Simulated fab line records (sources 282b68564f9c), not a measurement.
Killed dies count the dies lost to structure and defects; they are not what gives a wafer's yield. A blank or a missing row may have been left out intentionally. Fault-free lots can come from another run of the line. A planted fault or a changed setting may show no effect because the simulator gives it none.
Which tool did it? -- flow rit-cmos -- 15 lots with 45 wafers sampled at 3 steps, on a route of 202 steps

== WHAT THE GAUGES SHOWED, per wafer ==
RIT_NLDD_TW_MEAS_10.
lot,measured,on,NLDD_TW
L383,day 2 23:43,film-metro-03,2476 2468 2476
L384,day 3 04:01,film-metro-03,2477 2478 2467
L385,day 3 08:27,film-metro-04,2275 2294 2268
L386,day 3 14:55,film-metro-04,2501 2510 2509
L387,day 3 19:31,film-metro-03,2270 2259 2262
L388,day 4 00:08,film-metro-04,2272 2277 2275
L389,day 4 03:58,film-metro-03,2472 2471 2480
L394,day 5 05:59,film-metro-01,2505 2499 2501
L396,day 5 16:31,film-metro-01,2504 2497 2499
L397,day 5 21:47,film-metro-03,2468 2468 2476
L398,day 6 01:53,film-metro-03,2468 2472 2467
L399,day 6 06:44,film-metro-04,2511 2511 2497
L401,day 6 17:27,film-metro-01,2503 2495 2492
L403,day 7 02:17,film-metro-01,2492 2479 2488
L404,day 7 07:28,film-metro-01,2500 2504 2502

RIT_SDANNEAL_RS_MEAS_07: a four-point-probe measurement.
lot,measured,on,NLDD_RS (ohm/sq)
L383,day 3 08:08,film-metro-03,151.7 151.7 152.1
L384,day 3 12:03,film-metro-03,151.2 151.2 151.4
L385,day 3 16:20,film-metro-04,198.1 197.8 198.3
L386,day 3 22:51,film-metro-01,151.7 151.8 152.3
L387,day 4 03:21,film-metro-04,196.3 196.5 196.9
L388,day 4 08:08,film-metro-04,197.8 197.1 198.0
L389,day 4 12:00,film-metro-01,152.4 152.7 152.8
L394,day 5 14:05,film-metro-03,151.5 151.7 151.4
L396,day 6 00:20,film-metro-03,151.5 150.9 150.9
L397,day 6 06:01,film-metro-04,151.4 151.0 151.4
L398,day 6 09:41,film-metro-04,151.4 151.5 150.7
L399,day 6 14:53,film-metro-03,150.8 150.8 150.6
L401,day 7 01:10,film-metro-03,151.2 150.5 151.4
L403,day 7 10:08,film-metro-03,152.1 152.2 152.1
L404,day 7 15:50,film-metro-04,151.8 151.6 152.3

== WHICH TOOL RAN EACH LOT (tool, then ch and the chambers of the sampled wafers, then the start) ==
lot,RIT_NLDD_IMPLANT_08
L383,"implanter-04 ch 0, day 2 23:25"
L384,"implanter-03 ch 0, day 3 03:41"
L385,"implanter-04 ch 0, day 3 08:08"
L386,"implanter-03 ch 0, day 3 14:35"
L387,"implanter-04 ch 0, day 3 19:12"
L388,"implanter-04 ch 0, day 3 23:49"
L389,"implanter-02 ch 0, day 4 03:39"
L394,"implanter-03 ch 0, day 5 05:41"
L396,"implanter-02 ch 0, day 5 16:13"
L397,"implanter-03 ch 0, day 5 21:29"
L398,"implanter-02 ch 0, day 6 01:35"
L399,"implanter-02 ch 0, day 6 06:25"
L401,"implanter-02 ch 0, day 6 17:07"
L403,"implanter-04 ch 0, day 7 01:58"
L404,"implanter-03 ch 0, day 7 07:08"
- RIT_NLDD_IMPLANT_08

== AS READ BY THE TOOLS THEMSELVES (means over the sampled wafers that have a number; for cases with no such wafer, the mark the record gives instead) ==
RIT_NLDD_IMPLANT_08.
lot,tool,dose-ions-cm2,faraday-current-uA
L383,implanter-04,5.005e+14,1592
L384,implanter-03,5.002e+14,1577
L385,implanter-04,3.594e+14,1137
L386,implanter-03,4.998e+14,1598
L387,implanter-04,3.595e+14,1122
L388,implanter-04,3.588e+14,1109
L389,implanter-02,4.996e+14,1557
L394,implanter-03,5.000e+14,1586
L396,implanter-02,5.002e+14,1585
L397,implanter-03,5.000e+14,1581
L398,implanter-02,5.002e+14,1559
L399,implanter-02,5.002e+14,1577
L401,implanter-02,5.004e+14,1557
L403,implanter-04,5.003e+14,1559
L404,implanter-03,4.999e+14,1561

== THE ANSWER, worked out from the rows above alone ==
Rule: what is usual is taken from the lots themselves. The widest of any qualifying gaps counts: lots, ordered by their means at a reading, are off when they make up no more than a third of the lots, leave a main group of 4 or more, and stand apart from it by 3 or more times the standard deviation of that group's means. A main group whose means are all the same, to the digits that the tables above print for the reading, isn't used. Also off: a lot with no number at a reading for which 4 or more lots have one. The other lots that the step has rows for count as sound. Order of review: gauges by route order, followed by the tools' own readings, for which a lot's mean as printed above is used. The first step at which some lot is off is used, and at that step the reading that is off furthest; a lot without a number counts as furthest.
Off: L385, L387, L388, at RIT_NLDD_TW_MEAS_10 (NLDD_TW). For the main group the mean is 2488 and the standard deviation 15.
A tool fits if, at a process step before that reading, it ran every lot that is off, and no sound lot after the first of them. The gauges at RIT_NLDD_TW_MEAS_10 aren't tried: what is off there is off at RIT_NLDD_IMPLANT_08 too, on other tools, and a gauge's error can't cause that. Of those tried, none fits.

== WHAT THE SIMULATOR HAD PUT IN ==
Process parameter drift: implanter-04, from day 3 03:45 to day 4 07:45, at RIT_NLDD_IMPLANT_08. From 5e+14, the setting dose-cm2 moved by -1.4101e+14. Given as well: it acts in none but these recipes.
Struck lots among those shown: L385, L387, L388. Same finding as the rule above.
